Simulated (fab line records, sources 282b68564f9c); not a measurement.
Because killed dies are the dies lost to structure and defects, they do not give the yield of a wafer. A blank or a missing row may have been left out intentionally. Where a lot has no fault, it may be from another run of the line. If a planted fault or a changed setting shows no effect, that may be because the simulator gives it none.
Struck lot and sound lot, side by side || flow rit-cmos || 32 steps out of a route of 202
Sound: wafers L509.1, L509.2, L509.5. Struck: wafers L526.2, L526.3, L526.6. The cause is named last.
Order at every step that has rows: each side's tool, ch and its chambers, its first start. Under that, the readings that differ: sound wafers || struck wafers || difference of the means || sigmas: that difference in standard deviations of wafers without a fault.
alike: same words and numbers on both sides, and readings whose means sit less than 2 such deviations apart. not compared: any withheld reading, any reading some wafer has no value for, any bound like >300 that may hide the same value, and any number with overlapping values for which the record gives no deviation.
The two part at a step that has a row with sigmas, a row that says differs or no value, or rows on one side only. When numbers do not overlap yet have no deviation, they are printed without sigmas and do not part them. A reading missing from all wafers of one side parts the sides only when that side holds two or more wafers.

first, 5 steps without rows for these wafers: RIT_CONTACT_COAT_03 (resist thk 1000 nm); RIT_CONTACT_SOFTBAKE_04 (time 60 s); RIT_CONTACT_EXPOSE_05 (exposes mask M11, target cd 1000 nm); RIT_CONTACT_PEB_06; RIT_CONTACT_DEVELOP_07 (develop time 125.5 s).
RIT_CONTACT_CD_MEAS_08: the cd target is 1000 nm.
  sound: cd-sem-02 at day 4 14:29; struck: cd-sem-02 at day 8 00:07
  alike: cd-nm
RIT_CONTACT_OVL_MEAS_09:
  sound: overlay-02 at day 4 14:37; struck: overlay-01 at day 8 00:13
  alike: CONTACT_OVL
then, 1 step without rows for these wafers: RIT_CONTACT_HARDBAKE_10 (time 60 s).
RIT_CONTACT_ETCH_11: etches SiO2 in CHF3/CF4/Ar, stops on TiSi2, target depth 480 nm, time 320 s.
  sound on rie-diel-03 ch 0,1,2, day 4 14:48; struck on rie-diel-03 ch 0,1,3, day 8 00:24
  alike: drypump-motor-current-A, oes-product-au, throttle-valve-pct
  not compared: rf-hours-counter-h
RIT_CONTACT_STRIP_12: strips in O2, time 180 s.
  sound on plasma-asher-02 ch 0,1, day 4 14:59; struck on plasma-asher-02 ch 0,1, day 8 00:36
  alike: drypump-motor-current-A
  not compared: rf-hours-counter-h
RIT_CONTACT_CD_MEAS_90: the cd target is 1000 nm.
  sound: cd-sem-01 at day 4 15:10; struck: cd-sem-01 at day 8 00:47
  alike: cd-nm
then, 1 step without rows for these wafers: RIT_CONTACT_CLEAN_13 (cleans in SC1, time 600 s).
RIT_CONTACT_CLEAN_14: cleans in SC2, time 600 s.
  sound on wet-bench-04 ch 2, day 4 15:29; struck on wet-bench-04 ch 2, day 8 01:04
RIT_M1_SPUTTER_00: material Al, target thk 400 nm, time 488.3 s.
  sound: pvd-sputter-02 at day 4 15:39; struck: pvd-sputter-04 at day 8 01:14
  alike: throttle-valve-pct
RIT_M1_RS_MEAS_01: uses a four-point probe to measure.
  sound: film-metro-02 at day 4 15:57; struck: film-metro-02 at day 8 01:34
  alike: M1_AL_RS
RIT_M1_THK_MEAS_02: measures by xrf.
  sound: film-metro-02 at day 4 16:04; struck: film-metro-02 at day 8 01:40
  alike: M1_AL_THK
then, 6 steps without rows for these wafers: RIT_M1_HMDS_03 (prime time 60 s); RIT_M1_COAT_04 (resist thk 1300 nm); RIT_M1_SOFTBAKE_05 (time 60 s); RIT_M1_EXPOSE_06 (exposes mask M12, target cd 2600 nm); RIT_M1_PEB_07; RIT_M1_DEVELOP_08 (develop time 70.99 s).
RIT_M1_CD_MEAS_09: the cd target is 2600 nm.
  sound: cd-sem-01 at day 4 17:08; struck: cd-sem-01 at day 8 02:37
  alike: cd-nm
RIT_M1_OVL_MEAS_10:
  sound: overlay-01 at day 4 17:15; struck: overlay-02 at day 8 02:43
  alike: M1_OVL
then, 1 step without rows for these wafers: RIT_M1_HARDBAKE_11 (time 120 s).
RIT_M1_METAL_ETCH_12: etches Al in Cl2/BCl3, stops on SiO2, time 165 s, target depth 600 nm.
  sound on rie-metal-04 ch 0,1, day 4 17:32; struck on rie-metal-01 ch 0,1, day 8 03:00
{"reading": "throttle-valve-pct (%)", "sound": "8.51 8.29 8.51", "struck": "8.18 8.25 8.25", "difference": -0.21, "sigmas": -2}
  alike: drypump-motor-current-A, oes-product-au
  not compared: rf-hours-counter-h
then, 1 step without rows for these wafers: RIT_M1_STRIP_13 (strips in nmp, time 600 s).
RIT_M1_STRIP_14: strips in O2, time 180 s.
  sound on plasma-asher-04 ch 0,1, day 4 17:53; struck on plasma-asher-04 ch 0,1, day 8 03:20
  alike: drypump-motor-current-A
  not compared: rf-hours-counter-h
RIT_M1_CD_MEAS_90: the cd target is 2600 nm.
  sound: cd-sem-02 at day 4 18:03; struck: cd-sem-01 at day 8 03:32
  alike: cd-nm
then, 1 step without rows for these wafers: RIT_M1_ANNEAL_15 (time 1800 s).
RIT_M1_BOW_MEAS_16:
  sound: film-metro-02 at day 4 19:40; struck: film-metro-03 at day 8 05:13
  alike: M1_BOW
RIT_M1_PROBE_99:
  sound: prober-02 at day 4 19:47; struck: prober-01 at day 8 05:22
{"reading": "hold", "sound": "- - -", "struck": "await-dispo/2.4h/release await-dispo/2.4h/release await-dispo/2.4h/release", "difference": "no value on the sound wafers", "sigmas": ""}
{"reading": "killed_at_M0_to_M3", "sound": "0 1 0", "struck": "0 0 0", "difference": "+0", "sigmas": -3}
{"reading": "killed-at-contacts", "sound": "1 0 0", "struck": "34 29 38", "difference": "+33", "sigmas": "+99 or more"}
{"reading": "killed-dies", "sound": "7 9 9", "struck": "45 38 46", "difference": "+35", "sigmas": "+13"}
  alike: killed-at-front-end, killed-open, killed-short

WHERE THEY PART
Earliest at RIT_M1_METAL_ETCH_12; latest, in this record, at RIT_M1_PROBE_99.

WHY: what had been put in by the simulator
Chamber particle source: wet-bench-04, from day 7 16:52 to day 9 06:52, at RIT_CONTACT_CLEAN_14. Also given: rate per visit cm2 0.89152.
